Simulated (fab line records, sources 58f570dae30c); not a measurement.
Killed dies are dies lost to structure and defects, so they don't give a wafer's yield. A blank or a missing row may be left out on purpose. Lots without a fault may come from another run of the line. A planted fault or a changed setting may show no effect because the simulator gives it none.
Chamber matching | flow berkeley_cmos170 | UCB170_CONTACT_ETCH_17 on rie_diel-02: 4 sister chambers
The step etches BARC in N2/H2. 14 wafers are shown with their chamber, then 7 later ones without.

WAFERS WITH THEIR CHAMBER
wafer  | chamber | drypump_motor_current_A (A) | throttle_valve_pct (%) | oes_product_au (a.u.)
L636.1 | 0       | 5.9                         | 13.41                  | 1.018
L636.2 | 1       | 5.1                         | 13.33                  | 0.996
L636.3 | 3       | 5.7                         | 13.49                  | 0.998
L649.2 | 0       | 5.9                         | 13.39                  | 1.023
L649.4 | 3       | 5.7                         | 13.48                  | 0.998
L649.6 | 1       | 5.1                         | 13.33                  | 0.996
L650.1 | 1       | 5.1                         | 13.31                  | 0.990
L650.2 | 3       | 5.7                         | 13.50                  | 1.003
L650.6 | 1       | 5.1                         | 13.34                  | 1.001
L652.1 | 3       | 5.7                         | 13.50                  | 1.002
L652.2 | 2       | 5.3                         | 13.28                  | 1.034
L652.3 | 1       | 5.1                         | 13.32                  | 0.986
L654.1 | 1       | 5.1                         | 13.33                  | 0.997
L654.3 | 0       | 5.8                         | 13.42                  | 1.026

SIGNATURES (means of the wafers above)
reading                 | chamber 0 | chamber 1 | chamber 2 | chamber 3 | scatter within a chamber
drypump_motor_current_A | 5.867     | 5.100     | 5.300     | 5.700     | 0.0258
throttle_valve_pct      | 13.4067   | 13.3267   | 13.2800   | 13.4925   | 0.0113
oes_product_au          | 1.02233   | 0.99433   | 1.03400   | 1.00025   | 0.00446
Rule: a wafer's distance from a chamber is the root of the sum, over the readings, of the square of ((its reading less the chamber's mean) divided by the reading's scatter). The wafer belongs to the nearest chamber; if the next one is less than 2 further off, it can't be placed. The scatter: the root of (the sum of the squares of (reading less its chamber's mean) over the shown wafers, divided by (wafers less chambers)).

WAFERS WITHOUT THEIR CHAMBER
wafer  | drypump_motor_current_A (A) | throttle_valve_pct (%) | oes_product_au (a.u.)
L654.6 | 5.3                         | 13.31                  | 1.045
L655.1 | 5.9                         | 13.41                  | 1.009
L655.4 | 5.7                         | 13.49                  | 0.995
L655.6 | 5.1                         | 13.33                  | 0.993
L659.4 | 5.8                         | 13.40                  | 1.013
L659.5 | 5.1                         | 13.32                  | 0.988
L659.6 | 5.3                         | 13.32                  | 1.034

WHICH CHAMBER EACH WENT THROUGH
wafer  | from the rows above | in truth
L654.6 | 2                   | 2
L655.1 | 0                   | 0
L655.4 | 3                   | 3
L655.6 | 1                   | 1
L659.4 | 0                   | 0
L659.5 | 1                   | 1
L659.6 | 2                   | 2
Placed correctly: 7 of 7. Can't be placed from these rows: 0. Placed wrongly: 0.
